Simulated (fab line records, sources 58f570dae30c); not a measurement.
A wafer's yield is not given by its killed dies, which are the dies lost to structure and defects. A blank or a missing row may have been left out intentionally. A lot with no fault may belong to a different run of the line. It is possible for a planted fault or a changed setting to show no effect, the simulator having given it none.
2 desks, one fault	flow berkeley_cmos170	numbers are kept per desk, each desk with only its own; the story behind them comes last

DESK OF THE TOOL OWNER: rie_diel-02
The tool's own readings at UCB170_CONTACT_ETCH_17 (etches BARC in N2/H2): means of the sampled wafers that have a number, for each lot that ran on this tool. A lot is out of limits, marked OUT, if its mean lies more than 4 standard deviations from the usual mean; the brackets give that distance.
Columns: A = bias_w at UCB170_CONTACT_ETCH_17, usual 100.07 W; B = drypump_motor_current_A at UCB170_CONTACT_ETCH_17, usual 5.7 A; C = oes_product_au at UCB170_CONTACT_ETCH_17, usual 0.994 a.u.; D = throttle_valve_pct at UCB170_CONTACT_ETCH_17, usual 13.34 %
lot	first seen here	A	B	C	D
L530	day 9 09:41	99.93	5.5	0.876 (-6.2) OUT	13.42
L532	day 9 16:50	99.85	5.4	0.881 (-5.9) OUT	13.37
L543	day 12 22:07	100.04	6.2	0.988	13.56
Finding of this desk: L530, L532 out of limits; the first was L530 at day 9 09:41, on oes_product_au at UCB170_CONTACT_ETCH_17. L543: within limits.

METROLOGY DESK
Means of the sampled wafers that have a number, per lot and without regard to the tool the lot ran on: this is what the gauges read. A lot is out of limits, marked OUT, if its mean lies more than 4 standard deviations from the usual mean; the brackets give that distance.
Columns: A = cd_nm at UCB170_CONTACT_CD_MEAS_15, usual 700.0 nm; B = CONTACT_OVL at UCB170_CONTACT_OVL_MEAS_16, usual -1 nm
lot	first seen here	A	B
L529	day 9 08:41	699.6	-1
L526	day 9 09:18	700.4	5
L530	day 9 09:32	701.5	-3
L532	day 9 16:40	700.2	4
L538	day 10 17:43	698.3	2
L543	day 12 21:59	700.9	2
This desk's verdict: no lot among the 6 shows anything out of limits.

TAKEN TOGETHER
An alarm could have come from the tool owner's desk at day 9 09:41, on L530, L532.
Metrology desk: nothing out of limits seen.
The metrology desk has L530, L532 on record, within its limits.
On rie_diel-02, each named lot ran UCB170_CONTACT_ETCH_17.

WHAT THE SIMULATOR PUT IN
rie_diel-02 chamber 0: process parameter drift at UCB170_CONTACT_ETCH_17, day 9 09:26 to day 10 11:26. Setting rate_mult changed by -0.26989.
Struck lots among those shown: L530, L532.
Hours from the fault's start to each desk's first reading out of limits: the tool owner's desk, 0.
